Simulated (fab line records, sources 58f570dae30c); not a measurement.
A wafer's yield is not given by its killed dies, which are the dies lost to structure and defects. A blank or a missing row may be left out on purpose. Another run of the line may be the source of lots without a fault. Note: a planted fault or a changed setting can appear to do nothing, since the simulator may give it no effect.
fab line records	flow berkeleyCmos170
record: lots: 14	wafers: 42	lastDay: 13
route steps=331 shown GATE@142 PSD@181 M2@276 V2@308
lots with no fault: from the same line, run without faults
startH: hours from the record's opening day to when the first of the lot's shown wafers began	waitH: how many hours have passed since the lot's step before this one	" same as the row above	L1.1+2: several wafers, shown together as one row	- either no value or no given start	* or withheld: withheld	< > ~ a bound
route shown NAME@n: a module of which the file shows steps, and the number in the route of the first	usual: average and standard deviation across the fault-free wafers	same: alike in all rows	chamber/n: place in a boat	sites: per-site readings	_std_site: the standard deviation of these	_edge_site: the outer-site mean with the inner-site mean subtracted	radiusMm: for every site, how far away it sits from the centre of the wafer	mask NAME#n: copy n	behind: the tool/chamber that last shaped the wafer	hold: why the lot went on hold/how many hours it stayed there/how the hold came to an end	device: the transistor (n, p or np) that didn't switch	end of line: the same wafers' tests at the end of the route	for a step that has no rows: nothing shown but its recipe	killed: dies that structure and defects cost at the first sort, which is not the same as the wafer's yield	map: a wafer's dies, x killed, . not, _ none there
set.NAME: the setting as run; set.NAME@STEP: as run at that earlier step	model.NAME: the simulator's own value behind a step, which no gauge read
a sample of lots followed through the steps of the route, with each step as a table and each wafer as a row
services: from which hour (startH, from the record's first day; less than 0 if before it) a tool's chamber was out of use, for how many hours, and why
== steps ==
step: UCB170_GATE_STRIP_16
recipe: chemistry: O2	powerW: 400	pressureMtorr: 3500	platenTempC: withheld	o2FlowSccm: 400	overashFraction: 0.5
usual: drypumpMotorCurrentA: 5.5/0.56	oesProductAu: 0.724/0.0044
same: overashFraction: 0.5
lot.wafer	tool	chamber	startH	waitH	drypumpMotorCurrentA	oesProductAu	rfHoursCounterH
L396.3	plasmaAsher-01	1	121.32	0.1	4.9	0.735	-
L396.5	"	1	"	"	4.9	0.713	-
L396.6	"	0	"	"	5.1	0.727	-
L398.2	plasmaAsher-03	1	127.84	0.0	5.6	0.723	1
L398.3	"	1	"	"	5.7	0.724	-
L398.5	"	0	"	"	6.1	0.724	-
L397.3	plasmaAsher-02	0	128.15	0.1	5.3	0.720	-
L397.4	"	1	"	"	6.5	0.726	-
L397.6	"	1	"	"	6.5	0.726	-
L401.1	plasmaAsher-03	1	132.31	0.0	5.7	0.727	1
L401.2	"	0	"	"	6.1	0.725	1
L401.6	"	0	"	"	6.0	0.721	-
L405.1	plasmaAsher-01	1	170.50	0.0	4.9	0.730	37
L405.5	"	1	"	"	4.9	0.731	-
L405.6	"	0	"	"	5.1	0.722	-
L408.4	plasmaAsher-01	1	195.38	0.1	4.9	0.724	-
L408.5	"	1	"	"	4.9	0.725	-
L408.6	"	0	"	"	5.1	0.727	-
L409.3	plasmaAsher-03	1	195.49	0.1	5.7	0.723	-
L409.4	"	0	"	"	6.1	0.726	-
L409.5	"	0	"	"	6.1	0.717	-
L410.3	plasmaAsher-02	1	195.61	0.1	6.4	0.721	-
L410.4	"	0	"	"	5.3	0.726	-
L410.5	"	0	"	"	5.3	0.718	-
L411.1	plasmaAsher-02	1	211.10	0.0	6.5	0.725	52
L411.4	"	1	"	"	6.5	0.732	-
L411.5	"	0	"	"	5.3	0.717	-
L412.2	plasmaAsher-03	1	219.01	0.0	5.7	0.733	10
L412.3	"	1	"	"	5.7	0.725	-
L412.4	"	0	"	"	6.1	0.730	-
L413.1	plasmaAsher-02	1	219.37	0.0	6.5	0.719	53
L413.4	"	0	"	"	5.3	0.727	-
L413.6	"	0	"	"	5.2	0.719	-
L415.2	plasmaAsher-03	0	230.26	0.0	6.0	0.727	11
L415.4	"	1	"	"	5.6	0.716	-
L415.6	"	0	"	"	6.1	0.731	-
L418.3	plasmaAsher-02	0	237.66	0.1	5.3	0.726	-
L418.5	"	0	"	"	5.2	0.726	-
L418.6	"	1	"	"	6.4	0.719	-
L419.4	plasmaAsher-01	0	261.32	0.1	5.1	0.730	-
L419.5	"	1	"	"	4.9	0.729	-
L419.6	"	0	"	"	5.1	0.720	-
step: UCB170_PSD_CD_MEAS_06
recipe: targetCdNm: 1200
usual: cdNm: 1200.0/1.5
lot.wafer	tool	chamber	startH	waitH	cdNm
L396.3	cdSem-01	-	127.93	-	1201.4
L396.5	"	-	"	"	1201.3
L396.6	"	-	"	"	1200.8
L398.2	cdSem-02	-	135.96	-	1202.1
L398.3	"	-	"	"	1200.6
L398.5	"	-	"	"	1201.6
L397.3	cdSem-02	-	137.36	-	1199.6
L397.4	"	-	"	"	1199.4
L397.6	"	-	"	"	1199.6
L401.1	cdSem-02	-	142.46	-	1199.0
L401.2	"	-	"	"	1199.8
L401.6	"	-	"	"	1200.1
L405.1	cdSem-02	-	181.32	-	1200.5
L405.5	"	-	"	"	1201.1
L405.6	"	-	"	"	1200.9
L408.4	cdSem-01	-	208.24	-	1199.2
L408.5	"	-	"	"	1197.4
L408.6	"	-	"	"	1198.3
L409.3	cdSem-02	-	208.46	-	1199.7
L409.4	"	-	"	"	1198.3
L409.5	"	-	"	"	1199.1
L410.3	cdSem-01	-	208.58	-	1201.5
L410.4	"	-	"	"	1202.3
L410.5	"	-	"	"	1201.7
L411.1	cdSem-01	-	220.72	-	1199.7
L411.4	"	-	"	"	1199.9
L411.5	"	-	"	"	1200.0
L413.1	cdSem-01	-	228.93	-	1200.3
L413.4	"	-	"	"	1199.3
L413.6	"	-	"	"	1199.5
L412.2	cdSem-01	-	229.07	-	1199.8
L412.3	"	-	"	"	1199.2
L412.4	"	-	"	"	1197.8
L415.2	cdSem-01	-	246.97	-	1199.4
L415.4	"	-	"	"	1197.4
L415.6	"	-	"	"	1197.2
L418.3	cdSem-01	-	247.11	-	1200.2
L418.5	"	-	"	"	1199.7
L418.6	"	-	"	"	1199.0
L419.4	cdSem-01	-	276.13	-	1200.2
L419.5	"	-	"	"	1200.4
L419.6	"	-	"	"	1200.8
step: UCB170_M2_COAT_05
recipe: resist: KrF	spinRpm: 1500	resistThkNm: 900
lot.wafer	tool	chamber	startH	waitH
L396.3+5+6	lithoTrack-04	0	146.96	0.1
L398.2+3+5	lithoTrack-02	0	157.33	0.1
L397.3+4+6	lithoTrack-03	0	157.79	0.1
L401.1+2+6	lithoTrack-03	0	163.08	0.1
L405.1+5+6	lithoTrack-02	0	201.45	0.1
L410.3+4+5	lithoTrack-03	0	226.97	0.1
L408.4+5+6	lithoTrack-02	0	227.11	0.1
L409.3+4+5	lithoTrack-03	0	227.42	0.1
L411.1+4+5	lithoTrack-04	0	247.79	0.1
L412.2+3+4	lithoTrack-03	0	258.34	0.1
L413.1+4+6	lithoTrack-04	0	258.72	0.1
L418.3+5+6	lithoTrack-03	0	269.96	0.1
L415.2+4+6	lithoTrack-03	0	270.38	0.1
L419.4+5+6	lithoTrack-02	0	293.33	0.1
step: UCB170_M2_STRIP_07
recipe: chemistry: O2	powerW: 400	pressureMtorr: 3500	platenTempC: withheld	o2FlowSccm: 400	overashFraction: 0.5
usual: drypumpMotorCurrentA: 5.5/0.57	oesProductAu: 0.734/0.0045	stripTimeToEndpointS: 21.99/0.054
same: overashFraction: 0.5
lot.wafer	tool	chamber	startH	waitH	drypumpMotorCurrentA	oesProductAu	rfHoursCounterH	stripTimeToEndpointS
L396.3	plasmaAsher-04	0	147.24	0.1	5.0	0.732	-	21.98
L396.5	"	1	"	"	6.3	0.739	-	22.00
L396.6	"	0	"	"	5.0	0.740	-	21.94
L398.2	plasmaAsher-04	0	157.60	0.1	5.0	0.736	46	22.06
L398.3	"	1	"	"	6.4	0.727	-	22.00
L398.5	"	1	"	"	6.3	0.732	-	21.91
L397.3	plasmaAsher-03	0	158.07	0.1	6.1	0.739	-	21.98
L397.4	"	1	"	"	5.7	0.730	-	22.00
L397.6	"	0	"	"	6.1	0.734	-	21.98
L401.1	plasmaAsher-03	0	163.38	0.1	6.1	0.737	5	22.02
L401.2	"	1	"	"	5.6	0.729	5	21.97
L401.6	"	0	"	"	6.1	0.743	-	21.99
L405.1	plasmaAsher-04	1	201.75	0.1	6.3	0.735	50	22.30
L405.5	"	1	"	"	6.3	0.735	-	22.27
L405.6	"	0	"	"	5.0	0.736	-	22.35
L410.3	plasmaAsher-01	1	227.25	0.1	4.9	0.729	-	22.01
L410.4	"	0	"	"	5.1	0.736	-	21.95
L410.5	"	0	"	"	5.1	0.730	-	22.01
L408.4	plasmaAsher-04	0	227.37	0.1	5.0	0.732	-	22.25
L408.5	"	0	"	"	5.0	0.728	-	22.29
L408.6	"	1	"	"	6.3	0.737	-	22.37
L409.3	plasmaAsher-01	0	227.70	0.1	5.1	0.736	-	22.00
L409.4	"	1	"	"	4.9	0.739	-	21.95
L409.5	"	0	"	"	5.1	0.726	-	22.03
L411.1	plasmaAsher-01	0	248.09	0.1	5.0	0.746	44	22.13
L411.4	"	1	"	"	4.9	0.737	-	22.06
L411.5	"	0	"	"	5.0	0.737	-	22.10
L412.2	plasmaAsher-04	0	258.61	0.1	5.0	0.735	56	21.95
L412.3	"	1	"	"	6.3	0.737	-	21.94
L412.4	"	0	"	"	5.0	0.728	-	21.88
L413.1	plasmaAsher-03	1	259.02	0.1	5.7	0.739	13	21.98
L413.4	"	1	"	"	5.6	0.727	-	21.97
L413.6	"	1	"	"	5.7	0.736	-	21.91
L418.3	plasmaAsher-04	0	270.24	0.1	5.0	0.736	-	21.94
L418.5	"	0	"	"	5.0	0.728	-	22.00
L418.6	"	1	"	"	6.3	0.733	-	21.99
L415.2	plasmaAsher-03	0	270.66	0.1	6.1	0.738	14	22.03
L415.4	"	1	"	"	5.6	0.735	-	22.04
L415.6	"	1	"	"	5.6	0.732	-	22.04
L419.4	plasmaAsher-01	0	293.59	0.1	5.1	0.734	-	21.98
L419.5	"	0	"	"	5.1	0.734	-	22.00
L419.6	"	1	"	"	4.9	0.727	-	21.97
step: UCB170_V2_CD_MEAS_90
recipe: targetCdNm: 700
usual: cdNm: 699.5/1.5
lot.wafer	tool	chamber	startH	waitH	cdNm
L396.3	cdSem-02	-	151.62	0.1	699.9
L396.5	"	-	"	"	699.8
L396.6	"	-	"	"	699.2
L398.2	cdSem-02	-	161.90	0.1	700.5
L398.3	"	-	"	"	698.4
L398.5	"	-	"	"	700.3
L397.3	cdSem-01	-	162.93	0.1	699.0
L397.4	"	-	"	"	699.1
L397.6	"	-	"	"	701.5
L401.1	cdSem-02	-	167.45	0.1	699.6
L401.2	"	-	"	"	700.0
L401.6	"	-	"	"	700.8
L405.1	cdSem-02	-	206.20	0.1	696.9
L405.5	"	-	"	"	698.8
L405.6	"	-	"	"	698.5
L410.3	cdSem-01	-	235.61	0.1	699.5
L410.4	"	-	"	"	700.6
L410.5	"	-	"	"	699.7
L408.4	cdSem-01	-	236.43	0.1	698.7
L408.5	"	-	"	"	699.2
L408.6	"	-	"	"	700.2
L409.3	cdSem-01	-	236.53	0.1	701.3
L409.4	"	-	"	"	700.0
L409.5	"	-	"	"	700.3
L411.1	cdSem-01	-	252.33	0.1	701.7
L411.4	"	-	"	"	698.7
L411.5	"	-	"	"	699.9
L412.2	cdSem-01	-	264.29	0.1	698.7
L412.3	"	-	"	"	700.1
L412.4	"	-	"	"	699.4
L413.1	cdSem-01	-	264.53	0.1	700.8
L413.4	"	-	"	"	699.7
L413.6	"	-	"	"	698.0
L418.3	cdSem-01	-	275.72	0.1	701.0
L418.5	"	-	"	"	700.8
L418.6	"	-	"	"	700.4
L415.2	cdSem-01	-	275.97	0.2	697.8
L415.4	"	-	"	"	697.5
L415.6	"	-	"	"	696.9
L419.4	cdSem-01	-	300.76	0.3	700.6
L419.5	"	-	"	"	699.6
L419.6	"	-	"	"	701.2
== services ==
tool	chamber	startH	hours	kind
lithoTrack-02	-	105.43	-	consumableReplace:filter
plasmaAsher-03	-	108.83	9.0	pm
plasmaAsher-03	0	108.83	9.0	ventCycle
plasmaAsher-03	1	108.83	9.0	ventCycle
plasmaAsher-03	0	117.83	-	clean
plasmaAsher-03	1	117.83	-	clean
plasmaAsher-04	-	203.48	2.8	pm
plasmaAsher-04	-	212.69	0.3	repair
plasmaAsher-02	-	252.50	0.7	repair
plasmaAsher-03	-	282.57	3.4	repair
== key ==
firstSign: step: UCB170_M2_STRIP_07	reading: stripTimeToEndpointS	direction: up	sigmas: 5.8	usual: *	struck: *
effect none on later readings
metAt UCB170_M2_COAT_05
struckLots L405,L408
notActingAt UCB170_GATE_STRIP_16,UCB170_PSD_CD_MEAS_06,UCB170_V2_CD_MEAS_90
onsetBetween 157.33 201.45
fault: kind: processParameterDrift	tool: lithoTrack-02	chamber: -	onsetH: 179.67	steps: UCB170_M2_COAT_05	channel: resistThkNm	offset: *	shape: step	endH: 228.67	actsIn: *	stated: *
